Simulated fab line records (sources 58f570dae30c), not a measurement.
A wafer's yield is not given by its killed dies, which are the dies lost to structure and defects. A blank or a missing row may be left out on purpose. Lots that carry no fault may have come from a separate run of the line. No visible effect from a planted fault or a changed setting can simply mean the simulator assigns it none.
Which tool did it? ; flow berkeleyCmos170 ; 42 wafers from 14 lots sampled at 6 of the route's 331 steps

## WHAT THE GAUGES READ, wafer by wafer
UCB170_M1_RS_MEAS_01: the measuring method here is four-point-probe. Usual: M1_AL_RS 0.0485 ohm/sq, standard deviation 0.00047.
lot;measured;on;M1_AL_RS (ohm/sq);flag
L284;day 6 23:10;filmMetro-03;0.0491 0.0485 0.0484;
L283;day 7 00:19;filmMetro-04;0.0491 0.0486 0.0489;
L285;day 7 01:49;filmMetro-04;0.0483 0.0488 0.0483;
L286;day 7 02:33;filmMetro-04;0.0487 0.0484 0.0491;
L288;day 7 14:53;filmMetro-03;0.0484 0.0485 0.0480;
L289;day 7 15:05;filmMetro-04;0.0482 0.0485 0.0484;
L287;day 7 15:19;filmMetro-03;0.0484 0.0491 0.0483;
L290;day 8 02:26;filmMetro-01;0.0485 0.0485 0.0483;
L293;day 8 22:32;filmMetro-04;0.0482 0.0477 0.0487;
L300;day 10 04:07;filmMetro-01;0.0496 0.0497 0.0494;
L301;day 10 15:28;filmMetro-03;0.0481 0.0486 0.0492;
L302;day 11 01:14;filmMetro-04;0.0484 0.0476 0.0480;
L305;day 11 07:35;filmMetro-01;0.0485 0.0493 0.0495;
L306;day 11 23:47;filmMetro-01;0.0485 0.0483 0.0484;

UCB170_M2_CD_MEAS_90 targets a cd of 700 nm. Usual: cdNm 702 nm, standard deviation 3.
lot;measured;on;cdNm (nm);flag
L284;day 7 13:23;cdSem-02;698 704 701;
L283;day 7 14:08;cdSem-01;705 702 706;
L285;day 7 14:01;cdSem-01;704 701 702;
L286;day 7 14:16;cdSem-01;703 703 698;
L288;day 8 03:53;cdSem-01;701 707 701;
L289;day 8 03:54;cdSem-02;705 702 703;
L287;day 8 04:36;cdSem-01;701 696 698;
L290;day 8 14:51;cdSem-01;699 702 698;
L293;day 9 09:29;cdSem-01;703 703 699;
L300;day 10 16:21;cdSem-02;687 703 705;
L301;day 11 03:19;cdSem-02;705 683 705;
L302;day 11 14:14;cdSem-01;706 706 700;
L305;day 12 02:20;cdSem-01;702 704 701;
L306;day 12 12:30;cdSem-01;699 700 703;

UCB170_M3_CD_MEAS_15 targets a cd of 700 nm. Usual: cdNm 700.2 nm, standard deviation 1.5.
lot;measured;on;cdNm (nm);flag
L284;day 7 18:16;cdSem-01;701.0 700.0 699.5;
L283;day 7 19:11;cdSem-02;700.0 699.9 700.9;
L285;day 7 18:38;cdSem-01;700.3 699.0 699.8;
L286;day 7 19:28;cdSem-02;700.0 700.3 700.4;
L288;day 8 08:36;cdSem-02;700.9 700.6 700.7;
L289;day 8 08:59;cdSem-01;700.8 700.0 701.3;
L287;day 8 10:04;cdSem-02;698.4 698.3 698.9;
L290;day 8 19:23;cdSem-02;701.1 702.5 700.3;
L293;day 9 14:07;cdSem-01;699.7 699.7 701.6;
L300;day 10 21:36;cdSem-01;698.8 701.0 699.8;
L301;day 11 07:43;cdSem-01;702.7 701.4 701.7;
L302;day 11 22:26;cdSem-02;697.7 699.1 698.5;
L305;day 12 07:07;cdSem-02;700.2 698.5 698.8;
L306;day 12 17:46;cdSem-01;698.5 699.7 698.7;

## WHAT TOOL EACH LOT RAN ON (gives the tool, then ch and the chambers of the sampled wafers, and finally the start)
lot;UCB170_CONTACT_ETCH_18;UCB170_M2_METAL_ETCH_18;UCB170_M2_STRIP_19
L284;rieDiel-04 ch 1,2,3, day 6 23:10 or earlier;rieMetal-04 ch 0,1, day 7 13:07;plasmaAsher-04 ch 0,1, day 7 13:16
L283;rieDiel-01 ch 0,1,2, day 7 00:19 or earlier;rieMetal-01 ch 0,1, day 7 13:49;plasmaAsher-01 ch 0,1, day 7 14:00
L285;rieDiel-04 ch 0,1,3, day 7 01:49 or earlier;rieMetal-02 ch 0,1, day 7 13:40;plasmaAsher-03 ch 0,1, day 7 13:55
L286;rieDiel-04 ch 0,2, day 7 02:33 or earlier;rieMetal-04 ch 0,1, day 7 13:56;plasmaAsher-04 ch 0,1, day 7 14:08
L288;rieDiel-02 ch 1,2, day 7 14:53 or earlier;rieMetal-02 ch 0,1, day 8 03:29;plasmaAsher-01 ch 0, day 8 03:40
L289;rieDiel-01 ch 2,3, day 7 15:05 or earlier;rieMetal-01 ch 0,1, day 8 03:37;plasmaAsher-04 ch 0,1, day 8 03:48
L287;rieDiel-04 ch 0,1,2, day 7 15:19 or earlier;rieMetal-04 ch 0,1, day 8 04:16;plasmaAsher-04 ch 0,1, day 8 04:26
L290;rieDiel-01 ch 0,1,2, day 8 02:26 or earlier;rieMetal-01 ch 0,1, day 8 14:34;plasmaAsher-03 ch 0,1, day 8 14:45
L293;rieDiel-02 ch 0,3, day 8 22:32 or earlier;rieMetal-04 ch 0,1, day 9 09:11;plasmaAsher-04 ch 0, day 9 09:23
L300;rieDiel-02 ch 0,1,2, day 10 04:07 or earlier;rieMetal-04 ch 0,1, day 10 16:04;plasmaAsher-04 ch 0,1, day 10 16:15
L301;rieDiel-02 ch 0,1,2, day 10 15:28 or earlier;rieMetal-04 ch 0,1, day 11 03:03;plasmaAsher-03 ch 0,1, day 11 03:13
L302;rieDiel-01 ch 0,3, day 11 01:14 or earlier;rieMetal-01 ch 0,1, day 11 13:56;plasmaAsher-01 ch 0, day 11 14:07
L305;rieDiel-04 ch 0,1,3, day 11 07:35 or earlier;rieMetal-01 ch 0,1, day 12 02:02;plasmaAsher-04 ch 0,1, day 12 02:14
L306;rieDiel-01 ch 0,1, day 11 23:47 or earlier;rieMetal-01 ch 0,1, day 12 12:07;plasmaAsher-03 ch 0,1, day 12 12:19
- UCB170_CONTACT_ETCH_18: etches PSG in CHF3/CF4/Ar, stops on TiSi2, target depth 840 nm, time 195 s.
- UCB170_M2_METAL_ETCH_18: etches Al in Cl2/BCl3, stops on SiO2, target depth 1170 nm, time 195 s.
- UCB170_M2_STRIP_19: strips in O2.

## AS READ BY THE TOOLS THEMSELVES (means over the sampled wafers that have a number; for cases with no such wafer, the mark the record gives instead)
UCB170_CONTACT_ETCH_18. Usual: drypumpMotorCurrentA 5.8 A, standard deviation 0.43; mfcArSccm 150.0 sccm, standard deviation 0.47; oesProductAu 0.892 a.u., standard deviation 0.015; rfFwdPowerW 697.5 W, standard deviation 2.3; throttleValvePct 6.87 %, standard deviation 0.11.
lot;tool;drypumpMotorCurrentA (A);mfcArSccm (sccm);oesProductAu (a.u.);rfFwdPowerW (W);throttleValvePct (%);flag
L284;rieDiel-04;5.9;150.0;0.896;697.4;6.98;
L283;rieDiel-01;5.7;150.0;0.886;697.8;6.83;
L285;rieDiel-04;6.1;150.1;0.893;697.6;6.91;
L286;rieDiel-04;6.0;149.7;0.880;693.8;6.93;
L288;rieDiel-02;5.7;149.9;0.879;700.1;6.77;
L289;rieDiel-01;5.3;150.5;0.899;696.4;6.88;
L287;rieDiel-04;5.9;149.7;0.886;694.9;6.96;
L290;rieDiel-01;5.7;150.1;0.893;697.9;6.82;
L293;rieDiel-02;5.8;150.2;0.911;700.3;6.93;
L300;rieDiel-02;5.7;149.9;0.892;699.9;6.76;
L301;rieDiel-02;5.7;149.6;0.894;695.0;6.76;
L302;rieDiel-01;5.2;149.4;0.895;697.8;6.89;
L305;rieDiel-04;6.1;150.0;0.900;697.1;6.90;
L306;rieDiel-01;5.8;149.9;0.890;699.1;6.82;

UCB170_M2_METAL_ETCH_18. Usual: drypumpMotorCurrentA 5.4 A, standard deviation 0.49; oesProductAu 0.847 a.u., standard deviation 0.013; rfFwdPowerW 597.7 W, standard deviation 1.9; throttleValvePct 24.27 %, standard deviation 0.085.
lot;tool;drypumpMotorCurrentA (A);oesProductAu (a.u.);rfFwdPowerW (W);throttleValvePct (%);flag
L284;rieMetal-04;5.4;0.848;596.4;24.26;
L283;rieMetal-01;5.1;0.838;598.9;24.30;
L285;rieMetal-02;5.4;0.850;596.5;24.29;
L286;rieMetal-04;5.4;0.838;594.0;24.28;
L288;rieMetal-02;5.4;0.855;598.9;24.31;
L289;rieMetal-01;5.1;0.845;598.8;24.30;
L287;rieMetal-04;5.5;0.831;599.3;24.28;
L290;rieMetal-01;5.1;0.837;598.0;24.30;
L293;rieMetal-04;5.5;0.844;599.2;24.28;
L300;rieMetal-04;5.5;0.832;676.7;24.28;OFF
L301;rieMetal-04;5.4;0.838;676.4;24.27;OFF
L302;rieMetal-01;5.5;0.858;598.0;24.20;
L305;rieMetal-01;5.2;0.842;597.5;24.30;
L306;rieMetal-01;5.5;0.847;598.1;24.20;

UCB170_M2_STRIP_19. Usual: drypumpMotorCurrentA 5.7 A, standard deviation 0.3; oesProductAu 0.543 a.u., standard deviation 0.016.
lot;tool;drypumpMotorCurrentA (A);oesProductAu (a.u.);flag
L284;plasmaAsher-04;5.6;0.548;
L283;plasmaAsher-01;5.6;0.526;
L285;plasmaAsher-03;5.6;0.552;
L286;plasmaAsher-04;5.6;0.543;
L288;plasmaAsher-01;5.7;0.542;
L289;plasmaAsher-04;5.9;0.519;
L287;plasmaAsher-04;5.9;0.550;
L290;plasmaAsher-03;5.6;0.513;
L293;plasmaAsher-04;5.3;0.548;
L300;plasmaAsher-04;5.9;0.475;OFF
L301;plasmaAsher-03;5.6;0.470;OFF
L302;plasmaAsher-01;5.7;0.534;
L305;plasmaAsher-04;5.9;0.523;
L306;plasmaAsher-03;5.6;0.541;

## THE ANSWER, worked out from the rows above alone
Rule: lot off if the mean of its wafers having a number is beyond 3 standard deviations from the usual mean. Also off: a lot with no number at a reading for which 4 or more lots have one. Any other lot the step has rows for is counted as sound. Order of review: gauges by route order, followed by the tools' own readings, for which a lot's mean as printed above is used. The first step at which some lot is off is used, and at that step the reading that is off furthest; a lot without a number counts as furthest.
Off: L300, L301, at UCB170_M2_METAL_ETCH_18 (rfFwdPowerW).
A tool fits if, at that step or a process step before it, it ran every lot that is off, and no sound lot after the first of them. With no start given for some of its lots, UCB170_CONTACT_ETCH_18 uses the hours and lot order of UCB170_M1_RS_MEAS_01. Undecided on this evidence; 2 tools fit (rieDiel-02 at UCB170_CONTACT_ETCH_18, rieMetal-04 at UCB170_M2_METAL_ETCH_18).

## WHAT THE SIMULATOR HAD PUT IN
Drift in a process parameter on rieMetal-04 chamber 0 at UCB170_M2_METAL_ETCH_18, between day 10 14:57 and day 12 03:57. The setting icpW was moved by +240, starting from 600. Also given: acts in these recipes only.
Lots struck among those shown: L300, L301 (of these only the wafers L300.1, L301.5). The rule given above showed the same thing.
